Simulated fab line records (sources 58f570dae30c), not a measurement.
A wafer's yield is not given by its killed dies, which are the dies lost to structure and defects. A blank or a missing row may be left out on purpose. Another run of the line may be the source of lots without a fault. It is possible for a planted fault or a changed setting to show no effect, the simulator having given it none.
Problem report, 8D (eight disciplines) form, completed by code ; flow berkeley_cmos170 ; the parts of the form that need people (team, actions taken, sign-off) are left out

## 1. PROBLEM STATEMENT
At UCB170_NLDD_STRIP_10, strip_time_to_endpoint_s averages 22.39 s over 6 wafers from 2 lots, while fault-free wafers read 21.62 s, standard deviation 0.071. Measured from the usual mean, that is +11 standard deviations.
The step: strips in O2.
Seen first at day 9 06:49 on plasma_asher-03, wafer L277.2. The record has a number at this step for 42 wafers belonging to 14 lots. By rule, "out" or "out of limits" means more than 4 standard deviations away from the usual mean. All remaining wafers that have a number are taken as sound.

## 2. WHAT IT IS AND WHAT IT IS NOT
question;is;is not
which readings at this step;strip_time_to_endpoint_s;drypump_motor_current_A, oes_product_au
which lots;L277, L280;L268, L269, L271, L275, L282, L283, L286, L287, L288, L289, L290, L291
which wafers of those lots;all that have a number;-
read on which tools;plasma_asher-03;plasma_asher-01, plasma_asher-04
when;from day 9 06:49;"up to then (12 sound wafers); but 24 sound wafers of L282, L283, L286, L287, L288, L289, L290, L291 came after"

## 3. THE SUSPECTS, EACH WITH WHAT RULES IT OUT
Counting: a tool stays on the suspect list if, at a process step up to the reading, it processed all lots that are out and no sound lot following the first of them.
- litho_track-03 at UCB170_NLDD_COAT_01 (resist thk 900 nm): ruled out as a lasting fault. The sound lots L290 went through it after L277, its earliest lot that is out (day 9 05:42).
- plasma_asher-03 at UCB170_NLDD_STRIP_10 (strips in O2): ruled out as a lasting fault. The sound lots L286, L288, L289, L291 went through it after L277, its earliest lot that is out (day 9 06:49).
Left after counting: nothing in the record.

## 4. THE CAUSE (what the simulator had put in)
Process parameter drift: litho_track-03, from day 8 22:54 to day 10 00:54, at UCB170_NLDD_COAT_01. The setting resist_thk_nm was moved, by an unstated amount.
It was ruled out by counting, in error; the rule expects a fault to strike all lots run on its tool from its start on, and this fault did not.

## 5. THE EFFECT CHAIN, in route order
Each row: a reading whose mean over the struck wafers that have a number lies more than 3 standard deviations from the usual. Only readings for which the record gives a usual standard deviation are gone through. hours: the time from each lot's start at the first step in this table that gives one to its start at this step, as a median over the lots. sigmas: the change in usual standard deviations.
hours;step;reading;usual;on struck wafers;change;sigmas
0;UCB170_NLDD_STRIP_10;strip_time_to_endpoint_s;21.62 s;22.39;+0.77;+11
It contains these process steps:
- UCB170_NLDD_STRIP_10: strips in O2.
At these later measuring or inspecting steps, every struck wafer for which the step has a row has a number for every such reading, and none has moved that far: UCB170_M1_RS_MEAS_01, UCB170_M1_THK_MEAS_02.

## 6. WHAT WOULD HAVE CAUGHT IT SOONER
In this record no reading fell out of limits until day 9 06:49, 8 hours after the fault had begun at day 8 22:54.
Tool readings at UCB170_NLDD_COAT_01 with a usual standard deviation given in the record: none out on any struck wafer, hence no alarm at a limit of 4 standard deviations on them.
